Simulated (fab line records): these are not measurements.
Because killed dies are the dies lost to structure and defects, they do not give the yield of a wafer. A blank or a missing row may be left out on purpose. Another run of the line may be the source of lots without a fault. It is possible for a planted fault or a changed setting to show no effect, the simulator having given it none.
Which tool did it? || flow berkeley_cmos170 || 42 wafers from 14 lots sampled at 2 of the route's 331 steps

WHAT EACH GAUGE READ, for each wafer
UCB170_SDANNEAL_RS_MEAS_05: uses a four-point probe to measure.
{"lot": "L246", "measured": "day 7 03:47", "on": "film_metro-02", "NLDD_RS (ohm/sq)": "617.0 614.8 613.8"}
{"lot": "L245", "measured": "day 7 03:56", "on": "film_metro-03", "NLDD_RS (ohm/sq)": "615.3 618.5 618.4"}
{"lot": "L249", "measured": "day 8 06:02", "on": "film_metro-03", "NLDD_RS (ohm/sq)": "613.8 617.1 616.1"}
{"lot": "L248", "measured": "day 8 05:43", "on": "film_metro-02", "NLDD_RS (ohm/sq)": "617.7 618.5 618.4"}
{"lot": "L250", "measured": "day 8 06:02", "on": "film_metro-04", "NLDD_RS (ohm/sq)": "617.3 617.6 616.7"}
{"lot": "L253", "measured": "day 8 18:07", "on": "film_metro-02", "NLDD_RS (ohm/sq)": "615.8 614.5 615.6"}
{"lot": "L251", "measured": "day 8 17:49", "on": "film_metro-04", "NLDD_RS (ohm/sq)": "615.6 615.5 614.7"}
{"lot": "L258", "measured": "day 9 20:09", "on": "film_metro-03", "NLDD_RS (ohm/sq)": "619.0 618.5 620.7"}
{"lot": "L256", "measured": "day 9 20:37", "on": "film_metro-04", "NLDD_RS (ohm/sq)": "606.3 605.1 604.2"}
{"lot": "L263", "measured": "day 10 08:41", "on": "film_metro-03", "NLDD_RS (ohm/sq)": "614.9 615.4 615.5"}
{"lot": "L262", "measured": "day 10 08:43", "on": "film_metro-04", "NLDD_RS (ohm/sq)": "615.9 616.3 615.3"}
{"lot": "L261", "measured": "day 10 08:49", "on": "film_metro-02", "NLDD_RS (ohm/sq)": "604.7 604.2 603.2"}
{"lot": "L264", "measured": "day 11 01:06", "on": "film_metro-02", "NLDD_RS (ohm/sq)": "616.2 616.2 616.8"}
{"lot": "L267", "measured": "day 11 21:53", "on": "film_metro-03", "NLDD_RS (ohm/sq)": "616.3 616.1 619.0"}

EACH LOT AND THE TOOL THAT RAN IT (in order: tool; ch and the chambers of the sampled wafers; start)
{"lot": "L246", "UCB170_NLDD_IMPLANT_08": "implanter-04 ch 0, day 6 17:18"}
{"lot": "L245", "UCB170_NLDD_IMPLANT_08": "implanter-01 ch 0, day 6 17:38"}
{"lot": "L249", "UCB170_NLDD_IMPLANT_08": "implanter-01 ch 0, day 7 14:26"}
{"lot": "L248", "UCB170_NLDD_IMPLANT_08": "implanter-02 ch 0, day 7 15:04"}
{"lot": "L250", "UCB170_NLDD_IMPLANT_08": "implanter-04 ch 0, day 7 20:49"}
{"lot": "L253", "UCB170_NLDD_IMPLANT_08": "implanter-01 ch 0, day 8 07:40"}
{"lot": "L251", "UCB170_NLDD_IMPLANT_08": "implanter-04 ch 0, day 8 08:25"}
{"lot": "L258", "UCB170_NLDD_IMPLANT_08": "implanter-04 ch 0, day 9 06:47"}
{"lot": "L256", "UCB170_NLDD_IMPLANT_08": "implanter-02 ch 0, day 9 07:04"}
{"lot": "L263", "UCB170_NLDD_IMPLANT_08": "implanter-01 ch 0, day 9 18:46"}
{"lot": "L262", "UCB170_NLDD_IMPLANT_08": "implanter-01 ch 0, day 9 19:22"}
{"lot": "L261", "UCB170_NLDD_IMPLANT_08": "implanter-02 ch 0, day 9 19:37"}
{"lot": "L264", "UCB170_NLDD_IMPLANT_08": "implanter-01 ch 0, day 10 11:24"}
{"lot": "L267", "UCB170_NLDD_IMPLANT_08": "implanter-01 ch 0, day 11 11:45"}
- UCB170_NLDD_IMPLANT_08

AS READ BY THE TOOLS THEMSELVES (means over the sampled wafers that have a number; for cases with no such wafer, the mark the record gives instead)
UCB170_NLDD_IMPLANT_08.
{"lot": "L246", "tool": "implanter-04", "tilt_deg (degrees)": 6.981}
{"lot": "L245", "tool": "implanter-01", "tilt_deg (degrees)": 6.993}
{"lot": "L249", "tool": "implanter-01", "tilt_deg (degrees)": 7.005}
{"lot": "L248", "tool": "implanter-02", "tilt_deg (degrees)": 7.006}
{"lot": "L250", "tool": "implanter-04", "tilt_deg (degrees)": 7.024}
{"lot": "L253", "tool": "implanter-01", "tilt_deg (degrees)": 6.977}
{"lot": "L251", "tool": "implanter-04", "tilt_deg (degrees)": 7.004}
{"lot": "L258", "tool": "implanter-04", "tilt_deg (degrees)": 7.006}
{"lot": "L256", "tool": "implanter-02", "tilt_deg (degrees)": 5.320}
{"lot": "L263", "tool": "implanter-01", "tilt_deg (degrees)": 7.001}
{"lot": "L262", "tool": "implanter-01", "tilt_deg (degrees)": 7.012}
{"lot": "L261", "tool": "implanter-02", "tilt_deg (degrees)": 5.290}
{"lot": "L264", "tool": "implanter-01", "tilt_deg (degrees)": 7.007}
{"lot": "L267", "tool": "implanter-01", "tilt_deg (degrees)": 6.973}

THE ANSWER, worked out from the rows above alone
Rule: the usual values come from the lots themselves. The widest of any qualifying gaps counts: lots, ordered by their means at a reading, are off when they make up no more than a third of the lots, leave a main group of 4 or more, and stand apart from it by 3 or more times the standard deviation of that group's means. A main group whose means are all the same, to the digits that the tables above print for the reading, isn't used. A lot without any number at a reading at which 4 lots or more have one is off too. All remaining lots with rows at the step are treated as sound. The gauges are gone through in route order, then the tools' own readings, and for those a lot's mean is taken as printed above. The first step at which some lot is off is used, and at that step the reading that is off furthest; a lot without a number counts as furthest.
Off: L256, L261, at UCB170_SDANNEAL_RS_MEAS_05 (NLDD_RS). The main group has a mean of 616.5 ohm/sq with a standard deviation of 1.3.
A tool fits if, at a process step before that reading, it ran every lot that is off, and no sound lot after the first of them. Not tried: the gauges at UCB170_SDANNEAL_RS_MEAS_05; whatever is off there is also off at UCB170_NLDD_IMPLANT_08, on other tools, and gauge error can't account for it. One fits: UCB170_NLDD_IMPLANT_08 on implanter-02. A fault onset in the window from L248 (day 7 15:04, its last sound lot) to L256 (day 9 07:04, its first lot off) fits.
The tool's own readings at UCB170_NLDD_IMPLANT_08 bear it out: on the lots that are off they differ by more than 5 times the standard deviation of the sound lots' means. tilt_deg reads 5.305 degrees there against 6.999 degrees on the sound lots.

WHAT THE SIMULATOR HAD INSERTED
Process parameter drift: implanter-02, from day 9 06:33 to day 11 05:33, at UCB170_NLDD_IMPLANT_08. Setting tilt_deg shifted by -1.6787 from 7. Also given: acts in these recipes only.
Lots struck among those shown: L256, L261. This agrees with what the rule above found.
